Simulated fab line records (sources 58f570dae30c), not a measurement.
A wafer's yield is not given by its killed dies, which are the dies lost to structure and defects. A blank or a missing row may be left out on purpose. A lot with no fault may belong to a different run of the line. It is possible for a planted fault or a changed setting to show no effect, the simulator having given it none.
Chamber matching :: flow berkeleyCmos170 :: UCB170_GATE_ETCH_15 on rieSi-01 has 4 sister chambers
The step etches poly-Si in HBr/Cl2, stops on SiO2, time 56.3 s, target depth 278.2 nm. 18 wafers are shown with their chamber, then 9 later ones without.

## EACH WAFER AND ITS CHAMBER
wafer: L321.1
chamber: 1
throttleValvePct (%): 26.09
drypumpMotorCurrentA (A): 5.0
oesProductAu (a.u.): 0.849

wafer: L321.3
chamber: 3
throttleValvePct (%): 26.93
drypumpMotorCurrentA (A): 5.2
oesProductAu (a.u.): 0.850

wafer: L321.6
chamber: 3
throttleValvePct (%): 26.92
drypumpMotorCurrentA (A): 5.3
oesProductAu (a.u.): 0.842

wafer: L320.2
chamber: 1
throttleValvePct (%): 26.09
drypumpMotorCurrentA (A): 5.0
oesProductAu (a.u.): 0.850

wafer: L320.5
chamber: 3
throttleValvePct (%): 26.91
drypumpMotorCurrentA (A): 5.3
oesProductAu (a.u.): 0.845

wafer: L320.6
chamber: 0
throttleValvePct (%): 26.26
drypumpMotorCurrentA (A): 5.6
oesProductAu (a.u.): 0.822

wafer: L327.2
chamber: 3
throttleValvePct (%): 26.93
drypumpMotorCurrentA (A): 5.3
oesProductAu (a.u.): 0.841

wafer: L327.4
chamber: 0
throttleValvePct (%): 26.27
drypumpMotorCurrentA (A): 5.6
oesProductAu (a.u.): 0.820

wafer: L327.6
chamber: 1
throttleValvePct (%): 26.09
drypumpMotorCurrentA (A): 5.0
oesProductAu (a.u.): 0.844

wafer: L325.2
chamber: 2
throttleValvePct (%): 26.03
drypumpMotorCurrentA (A): 6.4
oesProductAu (a.u.): 0.868

wafer: L325.5
chamber: 0
throttleValvePct (%): 26.26
drypumpMotorCurrentA (A): 5.6
oesProductAu (a.u.): 0.821

wafer: L325.6
chamber: 3
throttleValvePct (%): 26.93
drypumpMotorCurrentA (A): 5.3
oesProductAu (a.u.): 0.838

wafer: L334.3
chamber: 1
throttleValvePct (%): 26.10
drypumpMotorCurrentA (A): 5.0
oesProductAu (a.u.): 0.857

wafer: L334.5
chamber: 3
throttleValvePct (%): 26.92
drypumpMotorCurrentA (A): 5.3
oesProductAu (a.u.): 0.839

wafer: L334.6
chamber: 2
throttleValvePct (%): 26.03
drypumpMotorCurrentA (A): 6.4
oesProductAu (a.u.): 0.856

wafer: L336.1
chamber: 0
throttleValvePct (%): 26.25
drypumpMotorCurrentA (A): 5.6
oesProductAu (a.u.): 0.820

wafer: L336.2
chamber: 3
throttleValvePct (%): 26.93
drypumpMotorCurrentA (A): 5.3
oesProductAu (a.u.): 0.858

wafer: L336.5
chamber: 1
throttleValvePct (%): 26.09
drypumpMotorCurrentA (A): 5.0
oesProductAu (a.u.): 0.865

SIGNATURES (means of the wafers above)
reading: throttleValvePct
chamber 0: 26.2600
chamber 1: 26.0920
chamber 2: 26.0300
chamber 3: 26.9243
scatter within a chamber: 0.00682

reading: drypumpMotorCurrentA
chamber 0: 5.600
chamber 1: 5.000
chamber 2: 6.400
chamber 3: 5.286
scatter within a chamber: 0.0247

reading: oesProductAu
chamber 0: 0.82075
chamber 1: 0.85300
chamber 2: 0.86200
chamber 3: 0.84471
scatter within a chamber: 0.00678
Rule: for each reading, subtract the chamber's mean from the wafer's reading, divide by that reading's scatter and square the result; add these up over the readings and take the root, which gives the wafer's distance from the chamber. If the next closest chamber is less than 2 further off than the closest, the wafer can't be placed; otherwise it belongs to the closest. The scatter is the square root of a quotient: the sum, over the shown wafers, of each reading's squared deviation from its chamber's mean, divided by wafers minus chambers.

## WAFERS MISSING THEIR CHAMBER
wafer: L340.4
throttleValvePct (%): 26.09
drypumpMotorCurrentA (A): 5.0
oesProductAu (a.u.): 0.847

wafer: L340.5
throttleValvePct (%): 26.03
drypumpMotorCurrentA (A): 6.4
oesProductAu (a.u.): 0.848

wafer: L340.6
throttleValvePct (%): 26.93
drypumpMotorCurrentA (A): 5.2
oesProductAu (a.u.): 0.849

wafer: L338.1
throttleValvePct (%): 26.26
drypumpMotorCurrentA (A): 5.6
oesProductAu (a.u.): 0.810

wafer: L338.4
throttleValvePct (%): 26.92
drypumpMotorCurrentA (A): 5.3
oesProductAu (a.u.): 0.847

wafer: L338.5
throttleValvePct (%): 26.04
drypumpMotorCurrentA (A): 6.4
oesProductAu (a.u.): 0.852

wafer: L342.3
throttleValvePct (%): 26.93
drypumpMotorCurrentA (A): 5.3
oesProductAu (a.u.): 0.844

wafer: L342.5
throttleValvePct (%): 26.27
drypumpMotorCurrentA (A): 5.6
oesProductAu (a.u.): 0.814

wafer: L342.6
throttleValvePct (%): 26.92
drypumpMotorCurrentA (A): 5.3
oesProductAu (a.u.): 0.856

## THE CHAMBER EACH PASSED THROUGH
wafer: L340.4
from the rows above: 1
in truth: 1

wafer: L340.5
from the rows above: 2
in truth: 2

wafer: L340.6
from the rows above: 3
in truth: 3

wafer: L338.1
from the rows above: 0
in truth: 0

wafer: L338.4
from the rows above: 3
in truth: 3

wafer: L338.5
from the rows above: 2
in truth: 2

wafer: L342.3
from the rows above: 3
in truth: 3

wafer: L342.5
from the rows above: 0
in truth: 0

wafer: L342.6
from the rows above: 3
in truth: 3
Placed correctly: 9 of 9. From these rows, 0 cannot be placed. Wrongly placed: 0.
